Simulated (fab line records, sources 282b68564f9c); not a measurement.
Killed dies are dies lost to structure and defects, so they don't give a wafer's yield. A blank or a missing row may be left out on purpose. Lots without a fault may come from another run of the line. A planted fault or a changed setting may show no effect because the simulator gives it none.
A struck lot beside a sound one | flow rit_cmos | 44 steps out of a route of 202
Sound: wafers L494.2, L494.3, L494.6. Struck: wafers L506.3, L506.4, L506.5. The cause comes at the end.
At each step with rows: each side's tool, then ch and its chambers, then its first start. Under that, the readings that differ: sound wafers | struck wafers | difference of the means | sigmas: that difference in standard deviations of wafers without a fault.
alike: readings whose means differ by less than 2 such deviations, and words and numbers that are the same on both sides. not compared: withheld readings, readings that some wafer has no value for, bounds like >300 that may hide the same value, and numbers for which the record gives no deviation and whose values overlap.
The two part at a step that has a row with sigmas, a row that says differs or no value, or rows on one side only. Numbers that don't overlap but have no deviation are shown without sigmas and don't part them. A reading that every wafer of one side lacks parts them only if that side has two wafers or more.

first, 2 steps without rows for these wafers: RIT_NLDD_HARDBAKE_07 (time 60 s); RIT_NLDD_IMPLANT_08.
RIT_NLDD_STRIP_09: strips in O2, time 180 s.
  sound on plasma_asher-03 ch 0,1, day 3 22:28; struck on plasma_asher-02 ch 0,1, day 6 06:28
  alike: chamber_pressure_mTorr, drypump_motor_current_A
  not compared: rf_hours_counter_h
RIT_NLDD_TW_MEAS_10:
  sound on film_metro-04, day 3 22:39; struck on film_metro-03, day 6 06:36
  alike: NLDD_TW
then, 6 steps without rows for these wafers: RIT_PLDD_HMDS_00 (prime time 60 s); RIT_PLDD_COAT_01 (resist thk 1000 nm); RIT_PLDD_SOFTBAKE_02 (time 60 s); RIT_PLDD_EXPOSE_03 (exposes mask M8, target cd 40900 nm); RIT_PLDD_PEB_04; RIT_PLDD_DEVELOP_05 (develop time 50 s).
RIT_PLDD_OVL_MEAS_06:
  sound on overlay-02, day 3 23:41; struck on overlay-02, day 6 07:35
  alike: PLDD_OVL
then, 1 step without rows for these wafers: RIT_PLDD_HARDBAKE_07 (time 60 s).
RIT_PLDD_IMPLANT_08:
  sound on implanter-03 ch 0, day 3 23:53; struck on implanter-03 ch 0, day 6 07:49
  reading            | sound                         | struck                        | difference | sigmas
  dose_ions_cm2      | 8.999e+14 8.984e+14 8.995e+14 | 9.693e+14 9.691e+14 9.682e+14 | +6.960e+13 | +80
  faraday_current_uA | 2912 2857 2829                | 3081 3040 3009                | +177       | +3
  alike: beam_energy_keV
RIT_PLDD_STRIP_09: strips in O2, time 180 s.
  sound on plasma_asher-04 ch 0,1, day 4 00:01; struck on plasma_asher-02 ch 0,1, day 6 07:58
  alike: chamber_pressure_mTorr, drypump_motor_current_A
  not compared: rf_hours_counter_h
RIT_PLDD_TW_MEAS_10:
  sound on film_metro-04, day 4 00:11; struck on film_metro-02, day 6 08:07
  reading | sound          | struck         | difference | sigmas
  PLDD_TW | 2355 2363 2363 | 2415 2405 2417 | +52        | +5
then, 4 steps without rows for these wafers: RIT_SPACER_CLEAN_00 (cleans in SC1, time 600 s); RIT_SPACER_CLEAN_01 (cleans in dHF, time 30 s); RIT_SPACER_CLEAN_02 (cleans in SC2, time 600 s); RIT_SPACER_CVD_03 (deposits Si3N4 from SiH2Cl2/NH3, target thk 250 nm, time 3300 s).
RIT_SPACER_THK_MEAS_04:
  sound on film_metro-03, day 4 02:33; struck on film_metro-01, day 6 12:17
  reading                 | sound             | struck            | difference | sigmas
  SPACER_NITRIDE_THK (nm) | 253.8 254.0 252.8 | 248.3 248.8 248.7 | -4.9       | -3
RIT_SPACER_ETCHBACK_05: etches Si3N4 in SF6/CHF3, stops on SiO2, target depth 250 nm, time 240 s.
  sound on rie_diel-04 ch 0,1, day 4 02:36; struck on rie_diel-01 ch 0,3, day 6 12:19
  reading                | sound             | struck            | difference | sigmas
  throttle_valve_pct (%) | 10.26 10.57 10.58 | 10.23 10.17 10.16 | -0.28      | -2
  alike: chamber_pressure_mTorr, drypump_motor_current_A, oes_product_au
  not compared: rf_hours_counter_h
then, 6 steps without rows for these wafers: RIT_NSD_HMDS_00 (prime time 60 s); RIT_NSD_COAT_01 (resist thk 1000 nm); RIT_NSD_SOFTBAKE_02 (time 60 s); RIT_NSD_EXPOSE_03 (exposes mask M9, target cd 40700 nm); RIT_NSD_PEB_04; RIT_NSD_DEVELOP_05 (develop time 50 s).
RIT_NSD_OVL_MEAS_06:
  sound on overlay-02, day 4 03:37; struck on overlay-01, day 6 13:20
  reading      | sound         | struck         | difference | sigmas
  NSD_OVL (nm) | -1.5 0.2 -0.4 | -2.6 -4.1 -3.6 | -2.9       | -2
then, 2 steps without rows for these wafers: RIT_NSD_HARDBAKE_07 (time 60 s); RIT_NSD_IMPLANT_08.
RIT_NSD_STRIP_09: strips in O2, time 180 s.
  sound on plasma_asher-01 ch 0,1, day 4 03:56; struck on plasma_asher-04 ch 0,1, day 6 13:43
  alike: chamber_pressure_mTorr, drypump_motor_current_A
  not compared: rf_hours_counter_h
RIT_NSD_TW_MEAS_10:
  sound on film_metro-02, day 4 04:07; struck on film_metro-02, day 6 13:51
  alike: NSD_TW
then, 6 steps without rows for these wafers: RIT_PSD_HMDS_00 (prime time 60 s); RIT_PSD_COAT_01 (resist thk 1000 nm); RIT_PSD_SOFTBAKE_02 (time 60 s); RIT_PSD_EXPOSE_03 (exposes mask M10, target cd 40900 nm); RIT_PSD_PEB_04; RIT_PSD_DEVELOP_05 (develop time 50 s).
RIT_PSD_OVL_MEAS_06:
  sound on overlay-02, day 4 05:09; struck on overlay-02, day 6 14:53
  alike: PSD_OVL
then, 2 steps without rows for these wafers: RIT_PSD_HARDBAKE_07 (time 60 s); RIT_PSD_IMPLANT_08.
RIT_PSD_STRIP_09: strips in O2, time 180 s.
  sound on plasma_asher-02 ch 0,1, day 4 05:29; struck on plasma_asher-01 ch 0,1, day 6 15:16
  alike: chamber_pressure_mTorr, drypump_motor_current_A
  not compared: rf_hours_counter_h
RIT_SDANNEAL_RS_MEAS_06: measures by four-point-probe.
  sound on film_metro-04, day 4 06:25; struck on film_metro-03, day 6 16:08
  reading          | sound             | struck            | difference | sigmas
  PLDD_RS (ohm/sq) | 178.4 178.3 177.6 | 172.5 172.7 172.3 | -5.6       | -10
RIT_M1_PROBE_99:
  sound on prober-02, day 4 13:53; struck on prober-02, day 6 23:20
  alike: killed_at_contacts, killed_at_front_end, killed_dies, killed_open, killed_short

WHERE THEY PART
First at RIT_PLDD_IMPLANT_08; last, within this record, at RIT_SDANNEAL_RS_MEAS_06. Later steps at which nothing parts them and some readings are alike: RIT_M1_PROBE_99.

WHY: what the simulator had put in
Process parameter drift: implanter-03, from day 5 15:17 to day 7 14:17, at RIT_PLDD_IMPLANT_08. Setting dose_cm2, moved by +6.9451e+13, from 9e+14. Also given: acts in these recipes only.
